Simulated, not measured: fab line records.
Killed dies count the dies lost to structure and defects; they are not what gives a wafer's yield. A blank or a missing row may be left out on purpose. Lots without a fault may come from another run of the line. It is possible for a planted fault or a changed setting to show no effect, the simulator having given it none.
The same fault as seen by 2 desks -- flow berkeley_cmos170 -- every desk sees just its own numbers, and what lay behind them comes last

TOOL OWNER'S DESK, implanter-01
For each lot that ran on this tool, the mean over its sampled wafers that have a number, from the tool's own readings at UCB170_NLDD_IMPLANT_09. If a lot's mean is further than 4 standard deviations from the usual mean, the lot is out of limits and carries the mark OUT (the distance appears in the brackets).
Columns: A = end_station_pressure_torr at UCB170_NLDD_IMPLANT_09, usual 5.11e-06 Torr; B = rotation_deg at UCB170_NLDD_IMPLANT_09, usual 179.99 degrees
lot,first seen here,A,B
L430,day 8 05:31,4.89e-06,180.00
L432,day 9 00:52,5.35e-06,179.97
L435,day 9 01:20,4.99e-06,179.97
L442,day 10 08:14,4.85e-06,179.98
L441,day 10 08:47,5.03e-06,179.97
L444,day 10 20:01,5.10e-06,179.96
This desk's verdict: no lot among the 6 shows anything out of limits.

METROLOGY DESK
What the gauges read, lot by lot, whatever tool the lot ran on: means of the sampled wafers that have a number. If a lot's mean is further than 4 standard deviations from the usual mean, the lot is out of limits and carries the mark OUT (the distance appears in the brackets).
Columns: A = NLDD_OVL at UCB170_NLDD_OVL_MEAS_07, usual 4 nm; B = SPACER_TEOS_THK at UCB170_SPACER_THK_MEAS_01, usual 376 nm; C = cd_nm at UCB170_NSD_CD_MEAS_06, usual 1199.8 nm; D = NLDD_RS at UCB170_SDANNEAL_RS_MEAS_05, usual 616.0 ohm/sq
lot,first seen here,A,B,C,D
L428,day 7 12:22,5,380,1201.0,615.4
L429,day 8 04:59,1,376,1198.8,616.1
L430,day 8 05:17,3,378,1199.9,618.7
L434,day 9 00:34,7,376,1200.6,614.0
L432,day 9 00:39,3,373,1202.5,615.6
L431,day 9 00:55,6,374,1197.4,615.2
L435,day 9 01:07,6,376,1200.3,616.3
L442,day 10 08:03,0,372,1202.8,615.3
L443,day 10 08:17,4,371,1197.6,613.8
L441,day 10 08:35,4,371,1203.5,550.8 (-47) OUT
L444,day 10 19:49,3,376,1199.3,550.6 (-47) OUT
L447,day 11 05:51,1,369,1198.8,615.1
L446,day 11 06:05,7,373,1200.5,615.4
L451,day 12 04:34,-4,371,1198.4,614.6
This desk finds L441, L444 out of limits, with the earliest case on L441 at day 11 00:28 (NLDD_RS at UCB170_SDANNEAL_RS_MEAS_05). In limits: L428, L429, L430, L434, L432, L431, L435, L442, L443, L447, L446, L451.

TAKEN TOGETHER
An alarm was possible from the metrology desk at day 11 00:28, on L441, L444.
The desk of the tool owner found nothing out of limits.
Tool owner's desk: L441, L444 on record, inside its limits.
On implanter-01, each named lot ran UCB170_NLDD_IMPLANT_09.

WHAT WAS PUT IN BY THE SIMULATOR
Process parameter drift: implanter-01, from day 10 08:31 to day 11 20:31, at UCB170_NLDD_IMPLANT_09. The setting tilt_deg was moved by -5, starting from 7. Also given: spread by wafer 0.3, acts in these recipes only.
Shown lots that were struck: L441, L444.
Time in hours between the start of the fault and the first out-of-limits reading at each desk: metrology desk, 16.
